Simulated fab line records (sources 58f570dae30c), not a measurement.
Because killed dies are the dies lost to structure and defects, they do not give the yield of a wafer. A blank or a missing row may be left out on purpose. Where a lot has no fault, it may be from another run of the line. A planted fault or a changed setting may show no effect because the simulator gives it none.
Which of the tools did it? || flow berkeleyCmos170 || 42 wafers from 14 lots sampled at 4 of the route's 331 steps

== WHAT EACH GAUGE READ, for each wafer ==
UCB170_CONTACT_THK_MEAS_02. Usual: for CONTACT_PSG_THK the level is 700 nm and the standard deviation is 6.1.
{"lot": "L972", "measured": "day 7 17:17", "on": "filmMetro-04", "CONTACT_PSG_THK (nm)": "687 692 691", "flag": ""}
{"lot": "L973", "measured": "day 8 06:11", "on": "filmMetro-04", "CONTACT_PSG_THK (nm)": "700 705 705", "flag": ""}
{"lot": "L977", "measured": "day 8 21:57", "on": "filmMetro-03", "CONTACT_PSG_THK (nm)": "698 701 704", "flag": ""}
{"lot": "L976", "measured": "day 8 23:44", "on": "filmMetro-03", "CONTACT_PSG_THK (nm)": "707 699 702", "flag": ""}
{"lot": "L975", "measured": "day 8 23:44", "on": "filmMetro-04", "CONTACT_PSG_THK (nm)": "707 710 710", "flag": ""}
{"lot": "L980", "measured": "day 9 22:28", "on": "filmMetro-03", "CONTACT_PSG_THK (nm)": "707 700 707", "flag": ""}
{"lot": "L981", "measured": "day 9 23:44", "on": "filmMetro-03", "CONTACT_PSG_THK (nm)": "691 691 690", "flag": ""}
{"lot": "L985", "measured": "day 11 04:02", "on": "filmMetro-01", "CONTACT_PSG_THK (nm)": "696 695 695", "flag": ""}
{"lot": "L986", "measured": "day 11 05:17", "on": "filmMetro-01", "CONTACT_PSG_THK (nm)": "697 696 706", "flag": ""}
{"lot": "L990", "measured": "day 11 16:17", "on": "filmMetro-04", "CONTACT_PSG_THK (nm)": "699 703 701", "flag": ""}
{"lot": "L988", "measured": "day 11 17:23", "on": "filmMetro-04", "CONTACT_PSG_THK (nm)": "699 701 709", "flag": ""}
{"lot": "L991", "measured": "day 12 01:26", "on": "filmMetro-04", "CONTACT_PSG_THK (nm)": "705 701 702", "flag": ""}
{"lot": "L993", "measured": "day 12 18:08", "on": "filmMetro-04", "CONTACT_PSG_THK (nm)": "699 696 692", "flag": ""}
{"lot": "L992", "measured": "day 12 18:09", "on": "filmMetro-03", "CONTACT_PSG_THK (nm)": "698 695 702", "flag": ""}

UCB170_CONTACT_CD_MEAS_15 targets a cd of 700 nm. Usual: 699.8 nm for cdNm, sd 1.4.
{"lot": "L972", "measured": "day 7 19:29", "on": "cdSem-01", "cdNm (nm)": "701.4 701.4 701.0", "flag": ""}
{"lot": "L973", "measured": "day 8 08:41", "on": "cdSem-01", "cdNm (nm)": "699.4 699.4 699.1", "flag": ""}
{"lot": "L977", "measured": "day 9 00:14", "on": "cdSem-02", "cdNm (nm)": "699.5 698.6 699.2", "flag": ""}
{"lot": "L976", "measured": "day 9 01:26", "on": "cdSem-01", "cdNm (nm)": "700.7 702.2 700.8", "flag": ""}
{"lot": "L975", "measured": "day 9 01:44", "on": "cdSem-02", "cdNm (nm)": "698.6 698.7 700.0", "flag": ""}
{"lot": "L980", "measured": "day 10 00:59", "on": "cdSem-01", "cdNm (nm)": "700.9 699.6 700.2", "flag": ""}
{"lot": "L981", "measured": "day 10 03:03", "on": "cdSem-02", "cdNm (nm)": "700.4 700.1 701.7", "flag": ""}
{"lot": "L985", "measured": "day 11 06:04", "on": "cdSem-01", "cdNm (nm)": "698.5 698.0 699.6", "flag": ""}
{"lot": "L986", "measured": "day 11 07:00", "on": "cdSem-01", "cdNm (nm)": "700.5 698.9 699.3", "flag": ""}
{"lot": "L990", "measured": "day 11 18:25", "on": "cdSem-02", "cdNm (nm)": "698.2 699.0 698.3", "flag": ""}
{"lot": "L988", "measured": "day 11 19:28", "on": "cdSem-01", "cdNm (nm)": "701.9 702.7 702.5", "flag": ""}
{"lot": "L991", "measured": "day 12 03:38", "on": "cdSem-02", "cdNm (nm)": "701.2 701.0 701.0", "flag": ""}
{"lot": "L993", "measured": "day 12 20:10", "on": "cdSem-01", "cdNm (nm)": "699.2 698.5 699.6", "flag": ""}
{"lot": "L992", "measured": "day 12 20:11", "on": "cdSem-02", "cdNm (nm)": "702.1 702.7 699.6", "flag": ""}

UCB170_V1_THK_MEAS_04. Usual: for V1_POLISHED_THK the level is 1000.3 nm and the standard deviation is 1.5.
{"lot": "L972", "measured": "day 8 04:43", "on": "filmMetro-04", "V1_POLISHED_THK (nm)": "1002.7 1000.0 1003.8", "flag": ""}
{"lot": "L973", "measured": "day 8 14:19", "on": "filmMetro-02", "V1_POLISHED_THK (nm)": "1002.2 999.1 999.3", "flag": ""}
{"lot": "L977", "measured": "day 9 04:41", "on": "filmMetro-02", "V1_POLISHED_THK (nm)": "999.5 1001.1 998.0", "flag": ""}
{"lot": "L976", "measured": "day 9 06:10", "on": "filmMetro-03", "V1_POLISHED_THK (nm)": "999.4 999.6 999.2", "flag": ""}
{"lot": "L975", "measured": "day 9 07:30", "on": "filmMetro-02", "V1_POLISHED_THK (nm)": "1001.0 999.9 1002.0", "flag": ""}
{"lot": "L980", "measured": "day 10 06:27", "on": "filmMetro-03", "V1_POLISHED_THK (nm)": "1001.3 1002.3 1001.1", "flag": ""}
{"lot": "L981", "measured": "day 10 09:11", "on": "filmMetro-04", "V1_POLISHED_THK (nm)": "999.8 1003.1 1002.3", "flag": ""}
{"lot": "L985", "measured": "day 11 11:01", "on": "filmMetro-03", "V1_POLISHED_THK (nm)": "997.3 998.5 997.9", "flag": ""}
{"lot": "L986", "measured": "day 11 12:21", "on": "filmMetro-04", "V1_POLISHED_THK (nm)": "1001.1 1000.4 1000.4", "flag": ""}
{"lot": "L990", "measured": "day 12 00:02", "on": "filmMetro-02", "V1_POLISHED_THK (nm)": "997.4 1001.7 998.9", "flag": ""}
{"lot": "L988", "measured": "day 12 00:02", "on": "filmMetro-04", "V1_POLISHED_THK (nm)": "1000.4 1002.8 1002.0", "flag": ""}
{"lot": "L991", "measured": "day 12 07:58", "on": "filmMetro-02", "V1_POLISHED_THK (nm)": "999.5 997.2 999.0", "flag": ""}
{"lot": "L993", "measured": "day 13 01:46", "on": "filmMetro-04", "V1_POLISHED_THK (nm)": "1000.0 1000.6 999.2", "flag": ""}
{"lot": "L992", "measured": "day 13 01:29", "on": "filmMetro-02", "V1_POLISHED_THK (nm)": "999.4 1001.1 999.2", "flag": ""}

== TOOL THAT RAN EACH LOT (tool first, then ch and the chambers of the sampled wafers, then the start) ==
{"lot": "L972", "UCB170_M1_ETCH_11": "rieDiel-02 ch 2,3, day 7 22:57"}
{"lot": "L973", "UCB170_M1_ETCH_11": "rieDiel-03 ch 0,2, day 8 10:47"}
{"lot": "L977", "UCB170_M1_ETCH_11": "rieDiel-02 ch 0,1,2, day 9 02:19"}
{"lot": "L976", "UCB170_M1_ETCH_11": "rieDiel-03 ch 1,2,3, day 9 03:48"}
{"lot": "L975", "UCB170_M1_ETCH_11": "rieDiel-02 ch 1,2,3, day 9 04:14"}
{"lot": "L980", "UCB170_M1_ETCH_11": "rieDiel-02 ch 0,2, day 10 04:05"}
{"lot": "L981", "UCB170_M1_ETCH_11": "rieDiel-02 ch 0,1, day 10 06:02"}
{"lot": "L985", "UCB170_M1_ETCH_11": "rieDiel-02 ch 0,1,2, day 11 08:08"}
{"lot": "L986", "UCB170_M1_ETCH_11": "rieDiel-02 ch 1,2, day 11 09:02"}
{"lot": "L990", "UCB170_M1_ETCH_11": "rieDiel-01 ch 0,3, day 11 20:28"}
{"lot": "L988", "UCB170_M1_ETCH_11": "rieDiel-03 ch 1,3, day 11 21:39"}
{"lot": "L991", "UCB170_M1_ETCH_11": "rieDiel-01 ch 0,2,3, day 12 05:36"}
{"lot": "L993", "UCB170_M1_ETCH_11": "rieDiel-01 ch 0,2,3, day 12 22:22"}
{"lot": "L992", "UCB170_M1_ETCH_11": "rieDiel-03 ch 1,2,3, day 12 22:08"}
- UCB170_M1_ETCH_11: etches BARC in N2/H2.

== WHAT THE TOOLS THEMSELVES READ (means of the sampled wafers that have a number; where no wafer has one, the mark that the record gives instead) ==
UCB170_M1_ETCH_11. Usual: drypumpMotorCurrentA 5.7 A, standard deviation 0.32; oesProductAu 0.999 a.u., standard deviation 0.024; throttleValvePct 13.31 %, standard deviation 0.21.
{"lot": "L972", "tool": "rieDiel-02", "drypumpMotorCurrentA (A)": 5.5, "oesProductAu (a.u.)": 1.009, "throttleValvePct (%)": 13.31, "flag": ""}
{"lot": "L973", "tool": "rieDiel-03", "drypumpMotorCurrentA (A)": 5.7, "oesProductAu (a.u.)": 0.981, "throttleValvePct (%)": 13.48, "flag": ""}
{"lot": "L977", "tool": "rieDiel-02", "drypumpMotorCurrentA (A)": 5.7, "oesProductAu (a.u.)": 0.995, "throttleValvePct (%)": 13.29, "flag": ""}
{"lot": "L976", "tool": "rieDiel-03", "drypumpMotorCurrentA (A)": 5.8, "oesProductAu (a.u.)": 0.980, "throttleValvePct (%)": 13.30, "flag": ""}
{"lot": "L975", "tool": "rieDiel-02", "drypumpMotorCurrentA (A)": 5.6, "oesProductAu (a.u.)": 1.014, "throttleValvePct (%)": 13.27, "flag": ""}
{"lot": "L980", "tool": "rieDiel-02", "drypumpMotorCurrentA (A)": 5.7, "oesProductAu (a.u.)": 0.981, "throttleValvePct (%)": 13.37, "flag": ""}
{"lot": "L981", "tool": "rieDiel-02", "drypumpMotorCurrentA (A)": 5.9, "oesProductAu (a.u.)": 0.979, "throttleValvePct (%)": 13.39, "flag": ""}
{"lot": "L985", "tool": "rieDiel-02", "drypumpMotorCurrentA (A)": 5.7, "oesProductAu (a.u.)": 1.367, "throttleValvePct (%)": 13.33, "flag": "OFF"}
{"lot": "L986", "tool": "rieDiel-02", "drypumpMotorCurrentA (A)": 5.5, "oesProductAu (a.u.)": 1.395, "throttleValvePct (%)": 13.23, "flag": "OFF"}
{"lot": "L990", "tool": "rieDiel-01", "drypumpMotorCurrentA (A)": 6.3, "oesProductAu (a.u.)": 1.039, "throttleValvePct (%)": 13.55, "flag": ""}
{"lot": "L988", "tool": "rieDiel-03", "drypumpMotorCurrentA (A)": 5.9, "oesProductAu (a.u.)": 0.972, "throttleValvePct (%)": 13.10, "flag": ""}
{"lot": "L991", "tool": "rieDiel-01", "drypumpMotorCurrentA (A)": 6.0, "oesProductAu (a.u.)": 1.021, "throttleValvePct (%)": 13.35, "flag": ""}
{"lot": "L993", "tool": "rieDiel-01", "drypumpMotorCurrentA (A)": 6.0, "oesProductAu (a.u.)": 1.020, "throttleValvePct (%)": 13.35, "flag": ""}
{"lot": "L992", "tool": "rieDiel-03", "drypumpMotorCurrentA (A)": 5.8, "oesProductAu (a.u.)": 0.997, "throttleValvePct (%)": 13.30, "flag": ""}

== THE ANSWER, worked out from the rows above alone ==
Rule: lot off if the mean of its wafers having a number is beyond 3 standard deviations from the usual mean. Also off: a lot with no number at a reading for which 4 or more lots have one. Any other lot the step has rows for is counted as sound. After the gauges, taken in route order, come the tools' own readings; for these a lot's mean is taken, as printed above. At the first step where some lot is off, the reading lying furthest off is the one used; lots without a number count as furthest.
Off, at UCB170_M1_ETCH_11 on oesProductAu: L985, L986.
A tool fits if, at that step or a process step before it, it ran every lot that is off, and no sound lot after the first of them. One fits: UCB170_M1_ETCH_11 on rieDiel-02. A fault onset in the window from L981 (day 10 06:02, its last sound lot) to L985 (day 11 08:08, its first lot off) fits.
The tool's own readings at UCB170_M1_ETCH_11 bear it out: on the lots that are off they differ by more than 5 times the standard deviation of the sound lots' means. oesProductAu reads 1.381 a.u. there against 0.999 a.u. on the sound lots.

== WHAT THE SIMULATOR PUT IN ==
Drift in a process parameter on rieDiel-02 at UCB170_M1_ETCH_11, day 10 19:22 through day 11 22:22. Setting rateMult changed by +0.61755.
Lots struck among those shown: L985, L986. The rule given above showed the same thing.
